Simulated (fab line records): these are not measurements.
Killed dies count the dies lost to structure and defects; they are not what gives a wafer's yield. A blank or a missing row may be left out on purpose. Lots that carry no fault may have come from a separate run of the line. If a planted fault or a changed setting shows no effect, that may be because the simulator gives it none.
A struck lot beside a sound one    flow rit cmos    17 out of 202 route steps
Sound: the wafers L262.1, L262.2, L262.3. Wafers struck: L267.3, L267.4, L267.5. At the end, the cause is stated.
Per side, at each step with rows, come the tool, then ch with its chambers, and then its first start. Under that, the readings that differ: sound wafers    struck wafers    difference of the means    sigmas: that difference in standard deviations of wafers without a fault.
alike: readings with means less than 2 such deviations apart, plus words and numbers identical on both sides. not compared: withheld readings, readings lacking a value on some wafer, bounds such as >300 that could conceal the same value, and numbers that have no deviation in the record and whose values overlap.
Wherever a step has rows on one side only, a row that says differs or no value, or a row with sigmas, the two part there. Non-overlapping numbers with no deviation appear without sigmas and do not part them. A reading that every wafer of one side lacks parts them only if that side has two wafers or more.

first, 1 step without rows for these wafers: RIT_PRETRO_DEVELOP_05 (develop time 68 s).
RIT_PRETRO_OVL_MEAS_06:
  sound on overlay-01 at day 3 00:31; struck on overlay-02 at day 4 05:20
  alike: PRETRO_OVL
then, 2 steps without rows for these wafers: RIT_PRETRO_HARDBAKE_07 (time 120 s); RIT_PRETRO_IMPLANT_08.
RIT_PRETRO_STRIP_09: strips in O2, time 180 s.
  sound on plasma asher-02 ch 0,1, day 3 00:57; struck on plasma asher-02 ch 0,1, day 4 05:49
  alike: drypump motor current A
  not compared: rf hours counter h
RIT_PRETRO_TW_MEAS_10:
  sound on film metro-01 at day 3 01:07; struck on film metro-04 at day 4 05:58
  alike: PRETRO_TW
then, 5 steps without rows for these wafers: RIT_GATE_WET_ETCH_00 (etches SiO2 in BOE, target depth 56 nm, time 60 s); RIT_GATE_CLEAN_01 (cleans in SC1, time 600 s); RIT_GATE_CLEAN_02 (cleans in dHF, time 30 s); RIT_GATE_CLEAN_03 (cleans in SC2, time 600 s); RIT_GATE_CLEAN_04 (cleans in dHF, time 60 s).
RIT_FOX2_THK_MEAS_91:
  sound on film metro-02 at day 3 01:38; struck on film metro-01 at day 4 06:27
  alike: FIELD_OXIDE_LEFT_2_THK
RIT_GATE_OXIDATION_05: target thk 3 nm, ox time 270 s.
  sound on furnace-04 ch 0, day 3 01:42; struck on furnace-03 ch 0, day 4 09:38
  alike: ox temp c, ox temp c max, tube center temp C
then, 1 step without rows for these wafers: RIT_GATE_ANNEAL_06 (time 600 s).
RIT_GATE_THK_MEAS_07:
  sound on film metro-01 at day 3 03:01; struck on film metro-04 at day 4 11:27
reading              sound           struck          difference  sigmas
GATE_OXIDE_THK (nm)  2.98 3.03 3.03  5.19 5.10 5.15  +2.13       +34
then, 1 step without rows for these wafers: RIT_GATE_CVD_08 (deposits poly-Si from SiH4, target thk 250 nm, time 2220 s).
RIT_M1_PROBE_99:
  sound on prober-02 at day 4 07:19; struck on prober-01 at day 6 00:51
  alike: killed at contacts, killed at front end, killed dies, killed open, killed short

== WHERE THEY PART ==
RIT_GATE_THK_MEAS_07 only, going by this record. Later steps at which nothing parts them and some readings are alike: RIT_M1_PROBE_99.

WHY: the cause the simulator had injected
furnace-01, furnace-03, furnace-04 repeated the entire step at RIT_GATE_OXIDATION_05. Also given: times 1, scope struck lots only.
